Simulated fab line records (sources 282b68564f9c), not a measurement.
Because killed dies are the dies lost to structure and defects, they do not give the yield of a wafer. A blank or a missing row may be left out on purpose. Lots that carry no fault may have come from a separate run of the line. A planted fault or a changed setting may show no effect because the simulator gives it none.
A lot that was struck, set against a sound lot -- flow ritCmos -- 15 out of 202 route steps
Sound: wafers L673.2, L673.3, L673.5. Wafers L688.1, L688.3, L688.6 were the ones struck. The cause comes at the end.
Order at every step that has rows: each side's tool, ch and its chambers, its first start. Under that, the readings that differ: sound wafers -- struck wafers -- difference of the means -- sigmas: that difference in standard deviations of wafers without a fault.
alike: readings whose means differ by less than 2 such deviations, and words and numbers that are the same on both sides. not compared: withheld readings, readings that some wafer has no value for, bounds like >300 that may hide the same value, and numbers for which the record gives no deviation and whose values overlap.
A row with sigmas, a row that says differs or no value, or rows on one side alone: a step with any of these is where the two part. When numbers do not overlap yet have no deviation, they are printed without sigmas and do not part them. A reading that every wafer of one side lacks parts them only if that side has two wafers or more.

first, 2 steps without rows for these wafers: RIT_PRETRO_HARDBAKE_07 (time 120 s); RIT_PRETRO_IMPLANT_08.
RIT_PRETRO_STRIP_09: strips in O2, time 180 s.
  sound on plasmaAsher-01 ch 0,1, day 2 17:52; struck on plasmaAsher-03 ch 1, day 5 17:35
  alike: drypumpMotorCurrentA
  not compared: rfHoursCounterH
RIT_PRETRO_TW_MEAS_10:
  sound on filmMetro-04 at day 2 18:04; struck on filmMetro-03 at day 5 17:45
reading,sound,struck,difference,sigmas
PRETRO_TW,480 481 483,471 472 472,-10,-2
then, 5 steps without rows for these wafers: RIT_GATE_WET_ETCH_00 (etches SiO2 in BOE, target depth 56 nm, time 60 s); RIT_GATE_CLEAN_01 (cleans in SC1, time 600 s); RIT_GATE_CLEAN_02 (cleans in dHF, time 30 s); RIT_GATE_CLEAN_03 (cleans in SC2, time 600 s); RIT_GATE_CLEAN_04 (cleans in dHF, time 60 s).
RIT_FOX2_THK_MEAS_91:
  sound on filmMetro-04 at day 2 18:32; struck on filmMetro-03 at day 5 18:15
  alike: FIELD_OXIDE_LEFT_2_THK
then, 2 steps without rows for these wafers: RIT_GATE_OXIDATION_05 (target thk 3 nm, ox time 270 s); RIT_GATE_ANNEAL_06 (time 600 s).
RIT_GATE_THK_MEAS_07:
  sound on filmMetro-04 at day 2 19:55; struck on filmMetro-04 at day 5 19:38
reading,sound,struck,difference,sigmas
GATE_OXIDE_THK (nm),3.04 3.04 3.07,4.70 4.81 4.72,+1.69,+26
then, 1 step without rows for these wafers: RIT_GATE_CVD_08 (deposits poly-Si from SiH4, target thk 250 nm, time 2220 s).
RIT_M1_PROBE_99:
  sound on prober-01 at day 3 22:53; struck on prober-02 at day 6 19:45
  alike: killedAtContacts, killedAtFrontEnd, killedDies, killedOpen, killedShort

== WHERE THEY PART ==
Last at RIT_GATE_THK_MEAS_07 as far as this record goes, first at RIT_PRETRO_TW_MEAS_10. Later steps at which nothing parts them and some readings are alike: RIT_M1_PROBE_99.

WHY: what had been put in by the simulator
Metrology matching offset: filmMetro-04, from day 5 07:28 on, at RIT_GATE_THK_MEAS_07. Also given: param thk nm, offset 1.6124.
